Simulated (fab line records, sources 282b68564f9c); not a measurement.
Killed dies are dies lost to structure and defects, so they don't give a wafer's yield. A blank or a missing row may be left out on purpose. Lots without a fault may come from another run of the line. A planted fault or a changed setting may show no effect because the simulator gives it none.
One fault seen from 2 desks | flow rit_cmos | each desk has only its own numbers; what lay behind them comes last

THE TOOL OWNER'S DESK: implanter-03
The tool's own readings at RIT_NRETRO_IMPLANT_08: means of the sampled wafers that have a number, for each lot that ran on this tool. A lot is out of limits, marked OUT, if its mean lies more than 4 standard deviations from the usual mean; the brackets give that distance.
Columns: A = tilt_deg at RIT_NRETRO_IMPLANT_08, usual 6.996 degrees
lot  | first seen here | A
L871 | day 2 22:12     | 7.014
L873 | day 3 08:16     | 6.989
L875 | day 3 18:25     | 7.699 (+37) OUT
L876 | day 3 23:39     | 7.718 (+38) OUT
L891 | day 7 01:10     | 6.991
This desk's finding: out of limits on L875, L876; first on L875, day 3 18:25 (tilt_deg at RIT_NRETRO_IMPLANT_08). In limits: L871, L873, L891.

THE METROLOGY DESK
What the gauges read, lot by lot, whatever tool the lot ran on: means of the sampled wafers that have a number. A lot is out of limits, marked OUT, if its mean lies more than 4 standard deviations from the usual mean; the brackets give that distance.
Columns: A = PLDD_OVL at RIT_PLDD_OVL_MEAS_06, usual 0.0 nm; B = CONTACT_TEOS_THK at RIT_CONTACT_THK_MEAS_01, usual 399 nm
lot  | first seen here | A    | B
L868 | day 3 00:02     | 1.0  | 398
L869 | day 3 00:17     | -1.2 | 398
L871 | day 3 11:40     | -0.0 | 397
L872 | day 3 16:41     | 0.3  | 393
L873 | day 3 23:17     | -1.1 | 403
L874 | day 4 04:01     | -0.7 | 402
L875 | day 4 11:19     | -0.5 | 395
L876 | day 4 15:01     | 1.0  | 397
L878 | day 5 05:02     | 2.4  | 396
L882 | day 5 23:37     | 0.6  | 396
L885 | day 6 14:11     | 0.4  | 403
L886 | day 6 17:32     | 0.1  | 400
L887 | day 6 20:11     | -3.1 | 400
L891 | day 7 17:08     | 0.8  | 402
This desk's finding: nothing out of limits on any of the 14 lots.

PUT TOGETHER
The tool owner's desk could have raised an alarm at day 3 18:25, on L875, L876.
The metrology desk saw nothing out of limits.
The metrology desk has L875, L876 on record, within its limits.
Of the lots named, all ran RIT_NRETRO_IMPLANT_08 on implanter-03.

WHAT THE SIMULATOR HAD PUT IN
Process parameter drift: implanter-03, from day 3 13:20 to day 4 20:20, at RIT_NRETRO_IMPLANT_08. Setting tilt_deg, moved by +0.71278, from 7. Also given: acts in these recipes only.
Lots struck among those shown: L875, L876.
Hours from the fault's start to each desk's first reading out of limits: the tool owner's desk, 5.
